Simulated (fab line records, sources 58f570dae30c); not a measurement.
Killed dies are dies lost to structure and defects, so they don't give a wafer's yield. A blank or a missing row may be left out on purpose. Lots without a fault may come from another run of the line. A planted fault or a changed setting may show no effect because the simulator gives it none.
fab line records | flow berkeley_cmos170 | part 1 of 2: steps 1 to 26 of 39
record lots=5 wafers=15 last_day=13
route steps=331 shown M1@249 V1@254 M2@271
lots that met no fault: from a run of the same line without faults
start_h: hours from the record's first day to the start of the lot's first wafer shown | wait_h: hours since the lot's step before | " the same as in the row above | L1.1+2: a row that stands for several wafers | - no value, or no start given | * or withheld: withheld | < > ~ a bound
route shown NAME@n: a module of which the file shows steps, and the number in the route of the first | usual: mean/standard deviation of fault-free wafers | same: alike in all rows | chamber/n: place in a boat | sites: the reading at each site | _std_site: their standard deviation | _edge_site: outer sites' mean less inner sites' | radius_mm: how far each site lies from the wafer's centre | mask NAME#n: copy n | behind: the tool/chamber that last shaped the wafer | hold: why the lot was held/for how many hours/how that ended | device: the transistor (n, p or np) that didn't switch | end of line: the same wafers' tests at the end of the route | a step without rows: its recipe alone | killed: dies lost to structure and defects at the first sort, not the wafer's yield | map: a wafer's dies, x killed, . not, _ none there
set.NAME: the setting as run; set.NAME@STEP: as run at that earlier step | model.NAME: the simulator's own value behind a step, which no gauge read
lots at some steps of the route; a table a step, a row a wafer
services: from which hour (start_h, from the record's first day; less than 0 if before it) a tool's chamber was out of use, for how many hours, and why
## steps
# step UCB170_M1_ETCH_11
# recipe chemistry=N2/H2 target_depth_a=withheld overetch_a=withheld target=BARC time_s=withheld source_w=500 bias_w=100 pressure_mtorr=31.23 n2_flow_sccm=100 h2_flow_sccm=200
# usual bias_w=100.04/0.29 drypump_motor_current_A=5.6/0.41 oes_product_au=0.994/0.025 rf_fwd_power_W=494.9/2 throttle_valve_pct=12.94/0.16
# columns lot.wafer tool chamber start_h wait_h bias_w drypump_motor_current_A oes_product_au rf_fwd_power_W throttle_valve_pct
L075.1 rie_diel-04 2 179.27 0.0 99.76 5.8 0.973 495.9 12.96
L075.2 " 3 " " 99.37 5.5 0.977 495.0 13.00
L075.4 " 1 " " 100.02 5.6 0.998 494.9 12.93
L085.2 rie_diel-01 2 232.44 0.0 99.93 4.9 0.991 498.9 12.72
L085.3 " 3 " " 100.59 5.8 0.966 492.8 12.78
L085.4 " 0 " " 100.22 6.2 0.952 493.7 12.97
L092.2 rie_diel-02 1 272.90 0.0 99.83 5.5 1.016 496.5 13.29
L092.4 " 1 " " 99.80 5.5 1.009 495.1 13.29
L092.6 " 2 " " 99.83 5.8 0.986 494.9 13.09
L093.1 rie_diel-01 3 289.73 0.0 100.19 5.9 0.967 494.1 12.79
L093.5 " 3 " " 99.98 5.8 0.971 494.2 12.78
L093.6 " 0 " " 100.53 6.2 0.937 494.0 12.97
L095.1 rie_diel-01 1 302.43 0.0 99.69 6.0 0.989 495.5 12.86
L095.2 " 3 " " 99.74 5.8 0.968 494.2 12.78
L095.4 " 2 " " 100.02 5.0 0.994 496.5 12.74
# step UCB170_M1_METAL_ETCH_12
# recipe chemistry=Cl2/BCl3 target=Al stop_on=PSG pressure_mtorr=12 target_depth_a=7800 over_etch_frac=0.3 time_s=130 icp_w=600 bias_w=120 Cl2_flow_sccm=90 bcl3_flow_sccm=45
# usual bias_w=120.0/0.35 drypump_motor_current_A=5.6/0.35 oes_product_au=0.860/0.0097 rf_fwd_power_W=597.1/2 throttle_valve_pct=24.43/0.072
# same time_s=130
# columns lot.wafer tool chamber start_h wait_h bias_w drypump_motor_current_A oes_product_au rf_fwd_power_W rf_hours_counter_h throttle_valve_pct
L075.1 rie_metal-01 1 179.32 - 120.0 5.7 0.850 599.2 12 24.57
L075.2 " 0 " " 120.0 5.9 0.855 596.4 8 24.41
L075.4 " 0 " " 120.0 5.9 0.871 594.3 - 24.40
L085.2 rie_metal-04 0 232.48 - 119.7 5.1 0.841 600.6 2 24.42
L085.3 " 0 " " 120.2 5.1 0.850 597.7 - 24.42
L085.4 " 1 " " 120.4 6.0 0.847 596.1 - 24.34
L092.2 rie_metal-04 0 272.94 - 119.9 5.1 0.851 598.0 3 24.45
L092.4 " 1 " " 119.4 6.0 0.857 593.9 - 24.36
L092.6 " 1 " " 119.2 6.0 0.850 595.6 - 24.34
L093.1 rie_metal-04 0 289.77 - 120.5 5.0 0.853 600.9 4 24.43
L093.5 " 0 " " 119.8 5.0 0.855 597.0 - 24.44
L093.6 " 1 " " 120.4 6.0 0.862 597.4 - 24.35
L095.1 rie_metal-04 1 302.47 - 119.9 6.0 0.842 597.3 8 24.35
L095.2 " 0 " " 119.4 5.1 0.847 599.3 4 24.43
L095.4 " 0 " " 120.0 5.0 0.847 596.0 - 24.42
# step UCB170_M1_STRIP_13
# recipe chemistry=O2 power_w=400 pressure_mtorr=3500 platen_temp_c=withheld o2_flow_sccm=400 overash_fraction=0.5
# usual drypump_motor_current_A=5.54/0.29 oes_product_au=0.721/0.0044
# columns lot.wafer tool chamber start_h wait_h drypump_motor_current_A oes_product_au rf_hours_counter_h
L075.1 plasma_asher-01 1 179.45 0.1 5.37 0.720 40
L075.2 " 0 " " 6.07 0.727 40
L075.4 " 0 " " 6.09 0.723 -
L085.2 plasma_asher-03 0 232.61 0.1 5.24 0.730 12
L085.3 " 0 " " 5.27 0.719 -
L085.4 " 1 " " 5.58 0.715 -
L092.2 plasma_asher-02 1 273.08 0.1 5.31 0.713 58
L092.4 " 0 " " 5.86 0.719 -
L092.6 " 0 " " 5.85 0.723 -
L093.1 plasma_asher-02 0 289.91 0.1 5.81 0.719 59
L093.5 " 1 " " 5.29 0.722 -
L093.6 " 0 " " 5.84 0.725 -
L095.1 plasma_asher-01 1 302.60 0.1 5.38 0.725 52
L095.2 " 0 " " 6.09 0.716 52
L095.4 " 1 " " 5.37 0.715 -
# step UCB170_M1_CD_MEAS_90
# recipe target_cd_nm=700
# usual cd_nm=699/3.8
# columns lot.wafer tool chamber start_h wait_h cd_nm
L075.1 cd_sem-01 - 179.55 0.1 693
L075.2 " - " " 701
L075.4 " - " " 700
L085.2 cd_sem-02 - 232.73 0.1 703
L085.3 " - " " 701
L085.4 " - " " 697
L092.2 cd_sem-01 - 273.20 0.1 704
L092.4 " - " " 700
L092.6 " - " " 702
L093.1 cd_sem-01 - 290.01 0.1 701
L093.5 " - " " 698
L093.6 " - " " 697
L095.1 cd_sem-02 - 302.70 0.1 699
L095.2 " - " " 703
L095.4 " - " " 703
# step UCB170_M1_ANNEAL_14
# recipe temp_c=400 time_s=1200 ambient=forming_gas
# same time_s=1200
# columns lot.wafer tool chamber start_h wait_h
L075.1+2+4 furnace-03 0 180.31 0.7
L085.2+3+4 furnace-03 0 232.83 0.1
L092.2+4+6 furnace-03 0 273.30 0.1
L093.1+5+6 furnace-03 0 290.13 0.1
L095.1+2+4 furnace-03 0 302.82 0.1
# step UCB170_V1_CVD_00
# recipe material=SiO2 target_thk_nm=2000 temp_c=390 precursor=TEOS/O2 time_s=250 rf_w=550 pressure_mtorr=9000
# usual heater_power_w=245/52 rf_fwd_power_W=548.5/1.7
# same time_s=250
# columns lot.wafer tool chamber start_h wait_h heater_power_w rf_fwd_power_W
L075.1 pecvd-04 2 181.64 0.0 345 547.2
L075.2 " 1 " " 277 548.6
L075.4 " 1 " " 339 546.9
L085.2 pecvd-01 0 234.17 0.0 297 552.0
L085.3 " 1 " " 227 548.6
L085.4 " 0 " " 232 548.4
L092.2 pecvd-04 0 274.63 0.0 240 550.4
L092.4 " 0 " " 168 549.2
L092.6 " 1 " " 249 549.2
L093.1 pecvd-02 2 291.46 0.0 246 548.2
L093.5 " 2 " " 198 547.6
L093.6 " 1 " " 213 549.0
L095.1 pecvd-04 2 304.16 0.0 344 549.1
L095.2 " 0 " " 189 546.3
L095.4 " 2 " " 253 546.4
# step UCB170_V1_THK_MEAS_01
# recipe reads=SiO2_of_V1_CVD_00
# usual V1_TEOS_THK=2006/27
# columns lot.wafer tool chamber start_h wait_h V1_TEOS_THK[nm]
L075.1 film_metro-03 - 181.79 0.1 1965
L075.2 " - " " 1953
L075.4 " - " " 1993
L085.2 film_metro-03 - 234.33 0.1 2014
L085.3 " - " " 1981
L085.4 " - " " 2053
L092.2 film_metro-03 - 274.80 0.1 1993
L092.4 " - " " 2029
L092.6 " - " " 2013
L093.1 film_metro-04 - 291.61 0.1 1965
L093.5 " - " " 2015
L093.6 " - " " 2015
L095.1 film_metro-04 - 304.31 0.1 1991
L095.2 " - " " 2000
L095.4 " - " " 2021
# step UCB170_V1_CMP_02
# recipe material=SiO2 down_force_psi=6 platen_rpm=60 pad_velocity_m_s=0.75398
# usual motor_current_A=16.5/1.9 retaining_ring_pressure_frac=1.000/0.0053
# columns lot.wafer tool chamber start_h wait_h motor_current_A retaining_ring_pressure_frac
L075.2 cmp-02 0 181.85 0.0 15.9 1.010
L075.4 " 2 " " 18.8 1.001
L075.1 " 3 " " 14.4 0.989
L085.4 cmp-01 0 234.38 0.0 16.0 0.994
L085.2 " 1 " " 13.8 1.005
L085.3 " 2 " " 17.8 1.004
L092.4 cmp-01 0 274.90 0.1 16.2 0.995
L092.2 " 2 " " 18.5 1.004
L092.6 " 0 " " 15.6 0.993
L093.1 cmp-01 1 291.77 0.1 13.6 0.998
L093.6 " 3 " " 18.6 0.995
L093.5 " 0 " " 16.7 0.999
L095.2 cmp-01 3 304.37 0.0 19.5 0.993
L095.1 " 0 " " 15.5 1.000
L095.4 " 2 " " 18.3 1.002
# step UCB170_V1_BOW_MEAS_03
# recipe mode=bow
# usual V1_BOW=19/6.7
# columns lot.wafer tool chamber start_h wait_h V1_BOW[um]
L075.1 film_metro-01 - 182.15 0.1 19
L075.2 " - " " 10
L075.4 " - " " 25
L085.2 film_metro-01 - 234.70 0.2 18
L085.3 " - " " 22
L085.4 " - " " 16
L092.2 film_metro-01 - 275.17 0.1 22
L092.4 " - " " 11
L092.6 " - " " 19
L093.1 film_metro-04 - 291.97 0.1 28
L093.5 " - " " 14
L093.6 " - " " 6
L095.1 film_metro-03 - 304.67 0.2 22
L095.2 " - " " 25
L095.4 " - " " 23
# step UCB170_V1_THK_MEAS_04
# recipe reads=SiO2_of_V1_CVD_00
# usual V1_POLISHED_THK=1000.0/1.7
# columns lot.wafer tool chamber start_h wait_h V1_POLISHED_THK[nm]
L075.1 film_metro-01 - 182.27 0.1 1001.9
L075.2 " - " " 998.2
L075.4 " - " " 998.9
L085.2 film_metro-01 - 234.81 0.1 999.9
L085.3 " - " " 1003.7
L085.4 " - " " 1002.1
L092.2 film_metro-01 - 275.28 0.1 1000.6
L092.4 " - " " 999.9
L092.6 " - " " 999.5
L093.1 film_metro-04 - 292.09 0.1 1000.2
L093.5 " - " " 999.9
L093.6 " - " " 1000.9
L095.1 film_metro-03 - 304.79 0.1 1000.4
L095.2 " - " " 1001.4
L095.4 " - " " 1002.2
# step UCB170_V1_CLEAN_05
# recipe chemistry=DIW
# columns lot.wafer tool chamber start_h wait_h
L075.1+2+4 wet_bench-03 0 182.33 0.1
L085.2+3+4 wet_bench-03 1 236.28 1.5
L092.2+4+6 wet_bench-03 0 276.89 1.6
L093.1+5+6 wet_bench-03 1 294.40 2.3
L095.1+2+4 wet_bench-03 1 307.73 2.9
# step UCB170_V1_HMDS_06
# recipe prime_time_s=60 prime_temp_c=100
# columns lot.wafer tool chamber start_h wait_h
L075.1+2+4 litho_track-03 0 182.51 0.0
L085.2+3+4 litho_track-03 0 236.48 0.0
L092.2+4+6 litho_track-03 0 277.29 0.2
L093.1+5+6 litho_track-03 0 295.07 0.5
L095.1+2+4 litho_track-03 0 307.91 0.0
# step UCB170_V1_COAT_07
# recipe resist=KrF spin_rpm=1500 resist_thk_nm=900
# usual spin_speed_rpm=1500.1/1.2
# columns lot.wafer tool chamber start_h wait_h spin_speed_rpm
L075.1 litho_track-03 0 182.66 0.1 1498.0
L075.2 " 0 " " 1499.5
L075.4 " 0 " " 1499.1
L085.2 litho_track-03 0 236.63 0.1 1501.4
L085.3 " 0 " " 1500.6
L085.4 " 0 " " 1499.7
L092.2 litho_track-03 0 277.44 0.1 1500.1
L092.4 " 0 " " 1500.7
L092.6 " 0 " " 1499.3
L093.1 litho_track-03 0 295.22 0.1 1498.9
L093.5 " 0 " " 1497.2
L093.6 " 0 " " 1501.4
L095.1 litho_track-03 0 308.06 0.1 1502.8
L095.2 " 0 " " 1499.6
L095.4 " 0 " " 1500.4
# step UCB170_V1_SOFTBAKE_08
# recipe resist=KrF temp_c=130 time_s=60
# same time_s=60
# columns lot.wafer tool chamber start_h wait_h
L075.1+2+4 litho_track-03 0 182.81 0.1
L085.2+3+4 litho_track-03 0 236.78 0.1
L092.2+4+6 litho_track-03 0 277.59 0.1
L093.1+5+6 litho_track-03 0 295.37 0.1
L095.1+2+4 litho_track-03 0 308.21 0.1
# step UCB170_V1_EXPOSE_09
# recipe mask_id=VIA1 target_cd_nm=700 na=0.5 sigma_outer=0.6 source_shape=conventional dose_mj=37
# same na=0.5
# columns lot.wafer tool chamber start_h wait_h mask
L075.1+2+4 krf_scanner-02 0 183.08 0.2 VIA1#0
L085.2+3+4 krf_scanner-02 0 236.92 0.1 VIA1#0
L092.2+4+6 krf_scanner-01 0 277.74 0.1 VIA1#0
L093.1+5+6 krf_scanner-01 0 295.54 0.1 VIA1#0
L095.1+2+4 krf_scanner-02 0 308.36 0.1 VIA1#0
# step UCB170_V1_PEB_10
# recipe peb_temp_c=130 peb_time_s=withheld resist=KrF
# columns lot.wafer tool chamber start_h wait_h
L075.1+2+4 litho_track-03 0 183.41 0.3
L085.2+3+4 litho_track-02 0 237.38 0.4
L092.2+4+6 litho_track-03 0 277.86 0.1
L093.1+5+6 litho_track-03 0 296.42 0.9
L095.1+2+4 litho_track-04 0 308.69 0.3
# step UCB170_V1_DEVELOP_11
# recipe developer=TMAH develop_time_s=45 resist=KrF dev_temp_c=21
# same develop_time_s=45
# columns lot.wafer tool chamber start_h wait_h
L075.1+2+4 litho_track-03 0 - -
L085.2+3+4 litho_track-02 0 - -
L092.2+4+6 litho_track-03 0 - -
L093.1+5+6 litho_track-03 0 - -
L095.1+2+4 litho_track-04 0 - -
# step UCB170_V1_CD_MEAS_12
# recipe target_cd_nm=700
# usual cd_nm=699.4/1.8
# columns lot.wafer tool chamber start_h wait_h cd_nm
L075.1 cd_sem-02 - 183.68 - 698.3
L075.2 " - " " 695.9
L075.4 " - " " 697.9
L085.2 cd_sem-02 - 237.65 - 698.7
L085.3 " - " " 698.7
L085.4 " - " " 699.6
L092.2 cd_sem-02 - 278.13 - 700.3
L092.4 " - " " 701.5
L092.6 " - " " 700.1
L093.1 cd_sem-02 - 296.70 - 697.3
L093.5 " - " " 698.0
L093.6 " - " " 698.4
L095.1 cd_sem-01 - 308.96 - 696.3
L095.2 " - " " 695.9
L095.4 " - " " 696.3
# step UCB170_V1_OVL_MEAS_13
# usual V1_OVL=2/5.2
# columns lot.wafer tool chamber start_h wait_h V1_OVL[nm]
L075.1 overlay-01 - 183.80 0.1 5
L075.2 " - " " -1
L075.4 " - " " -2
L085.2 overlay-02 - 237.75 0.1 9
L085.3 " - " " 6
L085.4 " - " " 3
L092.2 overlay-01 - 278.24 0.1 -2
L092.4 " - " " -7
L092.6 " - " " -6
L093.1 overlay-02 - 296.82 0.1 3
L093.5 " - " " 4
L093.6 " - " " 5
L095.1 overlay-02 - 309.08 0.1 1
L095.2 " - " " 1
L095.4 " - " " -2
# step UCB170_V1_ETCH_14
# recipe chemistry=CHF3/CF4/Ar target=SiO2 stop_on=Al CHF3_flow_sccm=45 cf4_flow_sccm=15 Ar_flow_sccm=150 pressure_mtorr=200 rf_w=700 target_depth_a=12500 over_etch_frac=0.25 time_s=291
# usual drypump_motor_current_A=5.6/0.48 mfc_ar_sccm=150.0/0.46 oes_product_au=0.871/0.014 rf_fwd_power_W=698.4/2.2 throttle_valve_pct=6.92/0.13
# same time_s=291
# columns lot.wafer tool chamber start_h wait_h drypump_motor_current_A mfc_ar_sccm oes_product_au rf_fwd_power_W rf_hours_counter_h throttle_valve_pct
L075.1 rie_diel-01 2 183.84 0.0 4.9 149.5 0.890 696.6 19 6.75
L075.2 " 1 " " 6.0 149.9 0.855 698.0 14 6.80
L075.4 " 2 " " 4.9 149.4 0.893 695.8 - 6.75
L085.2 rie_diel-01 0 237.78 0.0 6.2 150.4 0.856 699.8 2 6.89
L085.3 " 3 " " 5.8 149.8 0.861 697.1 39 6.86
L085.4 " 2 " " 5.0 150.0 0.889 700.0 21 6.76
L092.2 rie_diel-03 2 278.27 0.0 5.8 150.1 0.884 699.5 4 7.06
L092.4 " 0 " " 5.2 150.3 0.856 694.9 13 6.74
L092.6 " 2 " " 5.7 149.5 0.887 699.3 - 7.05
L093.1 rie_diel-01 1 296.85 0.0 6.0 149.2 0.868 700.2 18 6.82
L093.5 " 2 " " 4.9 150.2 0.896 697.1 - 6.73
L093.6 " 3 " " 5.8 150.1 0.864 698.0 - 6.85
L095.1 rie_diel-02 1 309.12 0.0 5.5 149.8 0.856 700.0 140 7.11
L095.2 " 3 " " 4.9 150.3 0.888 696.0 16 6.95
L095.4 " 1 " " 5.5 150.1 0.859 699.0 - 7.13
# step UCB170_V1_STRIP_15
# recipe chemistry=O2 power_w=400 pressure_mtorr=3500 platen_temp_c=withheld o2_flow_sccm=400 overash_fraction=0.5
# usual drypump_motor_current_A=5.7/0.32 oes_product_au=0.722/0.0043 strip_time_to_endpoint_s=15.36/0.19
# columns lot.wafer tool chamber start_h wait_h drypump_motor_current_A oes_product_au rf_hours_counter_h strip_time_to_endpoint_s
L075.1 plasma_asher-03 1 184.11 0.2 5.6 0.721 7 15.34
L075.2 " 0 " " 5.2 0.723 7 15.40
L075.4 " 0 " " 5.1 0.725 - 15.35
L085.2 plasma_asher-04 0 237.96 0.1 5.4 0.724 48 15.58
L085.3 " 1 " " 6.0 0.722 - 15.56
L085.4 " 0 " " 5.5 0.723 - 15.47
L092.2 plasma_asher-04 1 278.45 0.1 6.0 0.722 52 15.16
L092.4 " 1 " " 6.0 0.724 - 15.61
L092.6 " 1 " " 6.0 0.716 - 15.22
L093.1 plasma_asher-04 1 297.03 0.1 6.0 0.723 53 15.46
L093.5 " 1 " " 6.0 0.723 - 15.37
L093.6 " 0 " " 5.4 0.726 - 15.35
L095.1 plasma_asher-01 1 309.30 0.1 5.4 0.721 52 15.34
L095.2 " 0 " " 6.1 0.724 52 15.30
L095.4 " 0 " " 6.1 0.717 - 15.41
# step UCB170_V1_CD_MEAS_90
# recipe target_cd_nm=700
# usual cd_nm=699.6/2
# columns lot.wafer tool chamber start_h wait_h cd_nm
L075.1 cd_sem-01 - 184.21 0.1 697.3
L075.2 " - " " 696.2
L075.4 " - " " 696.5
L085.2 cd_sem-01 - 238.08 0.1 698.2
L085.3 " - " " 698.3
L085.4 " - " " 698.2
L092.2 cd_sem-02 - 278.57 0.1 700.6
L092.4 " - " " 700.9
L092.6 " - " " 701.4
L093.1 cd_sem-02 - 297.21 0.1 697.6
L093.5 " - " " 698.4
L093.6 " - " " 698.5
L095.1 cd_sem-02 - 309.40 0.1 695.9
L095.2 " - " " 697.0
L095.4 " - " " 696.2
# step UCB170_M2_PRE_CLEAN_00
# recipe gas=Ar preclean_etch_time_s=60
# columns lot.wafer tool chamber start_h wait_h
L075.1+2+4 pvd_sputter-02 - 184.33 0.1
L085.2+3+4 pvd_sputter-01 - 238.18 0.1
L092.2+4+6 pvd_sputter-01 - 278.67 0.1
L093.1+5+6 pvd_sputter-04 - 297.33 0.1
L095.1+2+4 pvd_sputter-02 - 309.52 0.1
# step UCB170_M2_SPUTTER_01
# recipe material=Al target_thk_nm=900 time_s=120 power_w=6000 chamber_pressure_pa=0.5
# usual throttle_valve_pct=29.7/1
# same time_s=120
# columns lot.wafer tool chamber start_h wait_h throttle_valve_pct
L075.1 pvd_sputter-02 - 184.39 0.0 30.2
L075.2 " - " " 29.7
L075.4 " - " " 29.4
L085.2 pvd_sputter-01 - 238.25 0.0 28.7
L085.3 " - " " 31.4
L085.4 " - " " 31.4
L092.2 pvd_sputter-01 - 278.73 0.0 31.3
L092.4 " - " " 28.8
L092.6 " - " " 31.3
L093.1 pvd_sputter-04 - 297.40 0.0 28.3
L093.5 " - " " 28.6
L093.6 " - " " 28.7
L095.1 pvd_sputter-02 - 309.58 0.0 29.9
L095.2 " - " " 29.9
L095.4 " - " " 29.0
# step UCB170_M2_RS_MEAS_02
# recipe thk_meas_gauge=four-point-probe reads=Al_of_M2_SPUTTER_01
# usual M2_AL_RS=0.0323/0.00056
# columns lot.wafer tool chamber start_h wait_h M2_AL_RS[ohm/sq]
L075.1 film_metro-04 - 184.48 0.0 0.0325
L075.2 " - " " 0.0330
L075.4 " - " " 0.0326
L085.2 film_metro-03 - 238.35 0.1 0.0326
L085.3 " - " " 0.0323
L085.4 " - " " 0.0326
L092.2 film_metro-04 - 278.84 0.1 0.0333
L092.4 " - " " 0.0328
L092.6 " - " " 0.0327
L093.1 film_metro-03 - 297.48 0.0 0.0322
L093.5 " - " " 0.0322
L093.6 " - " " 0.0317
L095.1 film_metro-04 - 309.67 0.0 0.0328
L095.2 " - " " 0.0319
L095.4 " - " " 0.0316
# step UCB170_M2_THK_MEAS_03
# recipe thk_meas_gauge=xrf reads=Al_of_M2_SPUTTER_01
# usual M2_AL_THK=880/18
# columns lot.wafer tool chamber start_h wait_h M2_AL_THK[nm]
L075.1 film_metro-04 - 184.60 0.1 885
L075.2 " - " " 867
L075.4 " - " " 881
L085.2 film_metro-03 - 238.46 0.1 862
L085.3 " - " " 864
L085.4 " - " " 866
L092.2 film_metro-04 - 278.95 0.1 854
L092.4 " - " " 868
L092.6 " - " " 867
L093.1 film_metro-03 - 297.60 0.1 877
L093.5 " - " " 871
L093.6 " - " " 887
L095.1 film_metro-04 - 309.79 0.1 873
L095.2 " - " " 896
L095.4 " - " " 904
